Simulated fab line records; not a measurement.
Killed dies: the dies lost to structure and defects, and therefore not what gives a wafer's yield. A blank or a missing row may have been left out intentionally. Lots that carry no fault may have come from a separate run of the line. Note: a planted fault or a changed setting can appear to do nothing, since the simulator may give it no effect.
8D (eight disciplines) problem report, filled in by code :: flow ritCmos :: the parts of the form that need people (team, actions taken, sign-off) are left out

## 1. WHAT IS WRONG
Across 12 wafers from 4 lots, PLDD_OVL at RIT_PLDD_OVL_MEAS_06 averages -150.1 nm, while fault-free wafers read 0.1 nm with a standard deviation of 1.3. So: -99 or more standard deviations from the usual mean.
The first sign was on wafer L167.2 at day 4 11:55, on overlay-02. The record holds 48 wafers of 16 lots with a number at this step. The rule behind "out" and "out of limits": a value lying over 4 standard deviations away from the usual mean. The rest of the wafers with a number are treated as sound.

## 2. WHAT IT IS, AND WHAT IT ISN'T
question: which readings at this step
is: PLDD_OVL
is not: -

question: which lots
is: L167, L169, L170, L171
is not: L160, L161, L162, L166, L168, L172, L173, L174, L175, L180, L181, L182

question: which wafers of those lots
is: all that have a number
is not: -

question: read on which gauges
is: overlay-01, overlay-02
is not: -

question: when
is: from day 4 11:55
is not: up to then (12 sound wafers); but 24 sound wafers of L168, L172, L173, L174, L175, L180, L181, L182 came after

## 3. THE SUSPECTS, EACH WITH WHAT RULES IT OUT
Counting: a tool stays on the suspect list if, at a process step up to the reading, it processed all lots that are out and no sound lot following the first of them.
- the gauge at RIT_PLDD_OVL_MEAS_06 is ruled out. The wafers that are out were read on 2 gauges (overlay-01, overlay-02).
- ilineStepper-02 at RIT_PLDD_EXPOSE_03 (exposes mask M8, target cd 40900 nm): kept. It processed each lot that is out, first L167 at day 4 11:29, and no sound lot thereafter; up to then, the last sound lot it processed was L162 at day 3 07:08.
The count leaves ilineStepper-02 at RIT_PLDD_EXPOSE_03.

## 4. THE CAUSE (what the simulator had put in)
Scanner matching overlay: ilineStepper-02, from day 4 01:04 on, at RIT_PLDD_EXPOSE_03. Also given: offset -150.
This tool alone remained once counting was done.

## 5. SEQUENCE OF EFFECTS, ordered by route
Rows list readings where the struck wafers' mean (over those with a number) sits beyond 3 standard deviations from the usual. Only readings whose record carries a usual standard deviation are examined. hours: median over the lots of the time between each lot's start at the first step of this table that gives one and its start at this step. sigmas: the change, counted in usual standard deviations.
hours: 0
step: RIT_PLDD_OVL_MEAS_06
reading: PLDD_OVL
usual: 0.1 nm
on struck wafers: -150.1
change: -150.2
sigmas: -99 or more

## 6. WHAT WOULD HAVE CAUGHT IT SOONER
Counted from the fault's start at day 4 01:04, it took 11 hours until the first out-of-limits reading at a measuring or inspecting step in this record, taken at day 4 11:55.
Among the 4 lots that are out, L169, L170, L171 began RIT_PLDD_EXPOSE_03 on ilineStepper-02 after day 4 11:55. A hold on the tool at that time would have spared those 3.
